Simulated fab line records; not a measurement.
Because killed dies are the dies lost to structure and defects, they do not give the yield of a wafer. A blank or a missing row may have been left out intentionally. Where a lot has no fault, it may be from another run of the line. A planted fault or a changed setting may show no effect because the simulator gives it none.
2 desks looking at one fault || flow rit-cmos || what lay behind the numbers comes last; until then each desk has only its own

== DESK OF THE TOOL OWNER: implanter-01 ==
The tool's own readings at RIT_PWELL_IMPLANT_08, given as means over the sampled wafers that have a number, one for each lot that went through this tool. Marked OUT: a lot whose mean sits more than 4 standard deviations from the usual mean, which makes it out of limits; the brackets give that distance.
Columns: A = dose-ions-cm2 at RIT_PWELL_IMPLANT_08, usual 7.001e+13; B = faraday-current-uA at RIT_PWELL_IMPLANT_08, usual 223; C = tilt-deg at RIT_PWELL_IMPLANT_08, usual 6.999 degrees
{"lot": "L513", "first seen here": "day 2 05:10", "A": 6.998e+13, "B": 219, "C": 7.005}
{"lot": "L514", "first seen here": "day 2 10:00", "A": 7.000e+13, "B": 217, "C": 6.987}
{"lot": "L515", "first seen here": "day 2 14:49", "A": 6.999e+13, "B": 228, "C": 7.003}
{"lot": "L521", "first seen here": "day 3 21:33", "A": 7.002e+13, "B": 227, "C": 7.008}
{"lot": "L527", "first seen here": "day 5 04:05", "A": "6.366e+13 (-81) OUT", "B": "199 (-5.1) OUT", "C": 6.991}
{"lot": "L529", "first seen here": "day 5 12:53", "A": "6.350e+13 (-84) OUT", "B": "202 (-4.6) OUT", "C": 7.016}
This desk's verdict: out of limits on L527, L529, starting with L527 at day 5 04:05 (dose-ions-cm2 at RIT_PWELL_IMPLANT_08). In limits: L513, L514, L515, L521.

== FROM THE METROLOGY DESK ==
Means of the sampled wafers that have a number, per lot and without regard to the tool the lot ran on: this is what the gauges read. Marked OUT: a lot whose mean sits more than 4 standard deviations from the usual mean, which makes it out of limits; the brackets give that distance.
Columns: A = PWELL_TW at RIT_PWELL_TW_MEAS_10, usual 944; B = PWELL_RS at RIT_WELLDRIVE_RS_MEAS_02, usual 429.7 ohm/sq
{"lot": "L512", "first seen here": "day 2 00:26", "A": 937, "B": 430.1}
{"lot": "L513", "first seen here": "day 2 05:27", "A": 939, "B": 430.9}
{"lot": "L514", "first seen here": "day 2 10:17", "A": 946, "B": 431.1}
{"lot": "L515", "first seen here": "day 2 15:08", "A": 943, "B": 428.3}
{"lot": "L517", "first seen here": "day 3 02:01", "A": 939, "B": 428.0}
{"lot": "L518", "first seen here": "day 3 07:00", "A": 956, "B": 428.7}
{"lot": "L519", "first seen here": "day 3 16:22", "A": 947, "B": 429.1}
{"lot": "L521", "first seen here": "day 3 21:52", "A": 943, "B": 432.1}
{"lot": "L522", "first seen here": "day 4 04:10", "A": 944, "B": 426.8}
{"lot": "L527", "first seen here": "day 5 04:25", "A": "917 (-5.0) OUT", "B": "457.0 (+18) OUT"}
{"lot": "L529", "first seen here": "day 5 13:11", "A": "915 (-5.2) OUT", "B": "458.1 (+19) OUT"}
{"lot": "L531", "first seen here": "day 5 23:11", "A": 949, "B": 429.8}
{"lot": "L532", "first seen here": "day 6 03:42", "A": 949, "B": 429.0}
{"lot": "L535", "first seen here": "day 6 18:46", "A": 950, "B": 428.0}
Finding of this desk: L527, L529 out of limits, first seen on L527 at day 5 04:25 (PWELL_TW at RIT_PWELL_TW_MEAS_10). In limits: L512, L513, L514, L515, L517, L518, L519, L521, L522, L531, L532, L535.

== TAKEN TOGETHER ==
An alarm could have come from the tool owner's desk at day 5 04:05, on L527, L529.
The metrology desk could have raised an alarm at day 5 04:25, on L527, L529.
Every lot named ran RIT_PWELL_IMPLANT_08 on implanter-01.

== WHAT THE SIMULATOR HAD INSERTED ==
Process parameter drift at RIT_PWELL_IMPLANT_08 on implanter-01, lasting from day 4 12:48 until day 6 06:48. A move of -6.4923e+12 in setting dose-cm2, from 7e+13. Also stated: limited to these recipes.
Shown lots that were struck: L527, L529.
Counting hours from when the fault started, the first reading out of limits came at 15 for the tool owner's desk and at 16 for the metrology desk.
